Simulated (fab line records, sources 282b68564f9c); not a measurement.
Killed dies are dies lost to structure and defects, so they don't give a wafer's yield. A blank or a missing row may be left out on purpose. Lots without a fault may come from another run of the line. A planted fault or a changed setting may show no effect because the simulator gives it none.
A struck lot beside a sound one | flow rit_cmos | 17 steps out of a route of 202
Sound: wafers L840.3, L840.5, L840.6. Struck: wafer L852.6. (L852.2, L852.3 of the same lot were not struck and are left out.) The cause comes at the end.
At each step with rows: each side's tool, then ch and its chambers, then its first start. Under that, the readings that differ: sound wafers | struck wafers | difference of the means | sigmas: that difference in standard deviations of wafers without a fault.
alike: readings whose means differ by less than 2 such deviations, and words and numbers that are the same on both sides. not compared: withheld readings, readings that some wafer has no value for, bounds like >300 that may hide the same value, and numbers for which the record gives no deviation and whose values overlap.
The two part at a step that has a row with sigmas, a row that says differs or no value, or rows on one side only. Numbers that don't overlap but have no deviation are shown without sigmas and don't part them. A reading that every wafer of one side lacks parts them only if that side has two wafers or more.

first, 1 step without rows for these wafers: RIT_PSD_IMPLANT_08.
RIT_PSD_STRIP_09: strips in O2, time 180 s.
  sound on plasma_asher-02 ch 0,1, day 4 23:08; struck on plasma_asher-04 ch 1, day 7 10:20
  alike: drypump_motor_current_A
  not compared: rf_hours_counter_h
RIT_PSD_TW_MEAS_10:
  sound on film_metro-03, day 4 23:16; struck on film_metro-02, day 7 10:32
  reading | sound          | struck | difference | sigmas
  PSD_TW  | 3420 3438 3410 | 3458   | +35        | +2
then, 3 steps without rows for these wafers: RIT_SDANNEAL_CLEAN_00 (cleans in SC1, time 600 s); RIT_SDANNEAL_CLEAN_01 (cleans in dHF, time 30 s); RIT_SDANNEAL_CLEAN_02 (cleans in SC2, time 600 s).
RIT_SDANNEAL_RTA_03: time 5 s.
  sound on rtp_anneal-02 ch 0, day 4 23:42; struck on rtp_anneal-02 ch 0, day 7 10:57
  alike: chamber_o2_ppm, wafer_temp_C_max
RIT_SDANNEAL_RS_MEAS_04: measures by four-point-probe.
  sound on film_metro-04, day 4 23:46; struck on film_metro-03, day 7 11:01
  reading         | sound             | struck | difference | sigmas
  PSD_RS (ohm/sq) | 116.7 116.4 116.5 | 115.8  | -0.7       | -2
RIT_SDANNEAL_RS_MEAS_05: measures by four-point-probe.
  sound on film_metro-04, day 4 23:53; struck on film_metro-03, day 7 11:08
  reading         | sound             | struck | difference | sigmas
  NSD_RS (ohm/sq) | 84.81 84.93 84.93 | 83.87  | -1.02      | -4
RIT_SDANNEAL_RS_MEAS_06: measures by four-point-probe.
  sound on film_metro-04, day 5 00:01; struck on film_metro-03, day 7 11:16
  alike: PLDD_RS
RIT_SDANNEAL_RS_MEAS_07: measures by four-point-probe.
  sound on film_metro-04, day 5 00:08; struck on film_metro-03, day 7 11:23
  alike: NLDD_RS
then, 1 step without rows for these wafers: RIT_SILICIDE_WET_ETCH_00 (etches SiO2 in BOE, target depth 14 nm, time 15 s).
RIT_SILICIDE_SPUTTER_01: material Ti, target thk 30 nm, time 240 s.
  sound on pvd_sputter-02, day 5 00:14; struck on pvd_sputter-03, day 7 11:29
  reading                                     | sound            | struck | difference | sigmas
  model.Ti_of_SILICIDE_SPUTTER_01.thk_nm (nm) | 31.39 31.3 30.83 | 26.53  | -4.64      |
  alike: throttle_valve_pct
RIT_SILICIDE_RS_MEAS_02: measures by four-point-probe.
  sound on film_metro-03, day 5 00:25; struck on film_metro-01, day 7 11:40
  reading                 | sound          | struck | difference | sigmas
  SILICIDE_TI_RS (ohm/sq) | 45.3 45.5 46.3 | 55.8   | +10.1      | +11
RIT_SILICIDE_THK_MEAS_03: measures by xrf.
  sound on film_metro-03, day 5 00:31; struck on film_metro-01, day 7 11:46
  reading              | sound          | struck | difference | sigmas
  SILICIDE_TI_THK (nm) | 31.5 31.3 30.9 | 26.5   | -4.7       | -10
RIT_SILICIDE_RTA_04: time 10 s, ramp up 5 s, ramp down 5 s.
  sound on rtp_anneal-01 ch 0, day 5 00:35; struck on rtp_anneal-01 ch 0, day 7 11:50
  alike: chamber_o2_ppm, wafer_temp_C_max
RIT_M1_PROBE_99:
  sound on prober-01, day 5 07:20; struck on prober-02, day 7 18:37
  reading                              | sound             | struck | difference | sigmas
  model.etest.contact_nplus.end_ohm_um | 43.87 44.27 43.75 | 37.67  | -6.29      |
  model.etest.contact_pplus.end_ohm_um | 46.95 46.22 45.88 | 40.58  | -5.77      |
  model.etest.npoly_line.rs_ohm_sq     | 16.52 16.48 16.74 | 18.58  | +2.00      |
  model.etest.ppoly_line.rs_ohm_sq     | 16 16.05 16.44    | 17.91  | +1.75      |
  model.etest.npoly_sal.rs_ohm_sq      | 4.213 4.202 4.282 | 4.854  | +0.622     |
  model.etest.ppoly_sal.rs_ohm_sq      | 4.132 4.19 4.242  | 4.803  | +0.615     |
  model.etest.nplus_sal.rs_ohm_sq      | 4.17 4.167 4.235  | 4.816  | +0.625     |
  model.etest.pplus_sal.rs_ohm_sq      | 4.169 4.166 4.267 | 4.787  | +0.586     |
  alike: killed_at_contacts, killed_at_front_end, killed_dies, killed_open, killed_short

WHERE THEY PART
First at RIT_PSD_TW_MEAS_10; last, within this record, at RIT_SILICIDE_THK_MEAS_03. Later steps at which nothing parts them and some readings are alike: RIT_SILICIDE_RTA_04, RIT_M1_PROBE_99.

WHY: what the simulator had put in
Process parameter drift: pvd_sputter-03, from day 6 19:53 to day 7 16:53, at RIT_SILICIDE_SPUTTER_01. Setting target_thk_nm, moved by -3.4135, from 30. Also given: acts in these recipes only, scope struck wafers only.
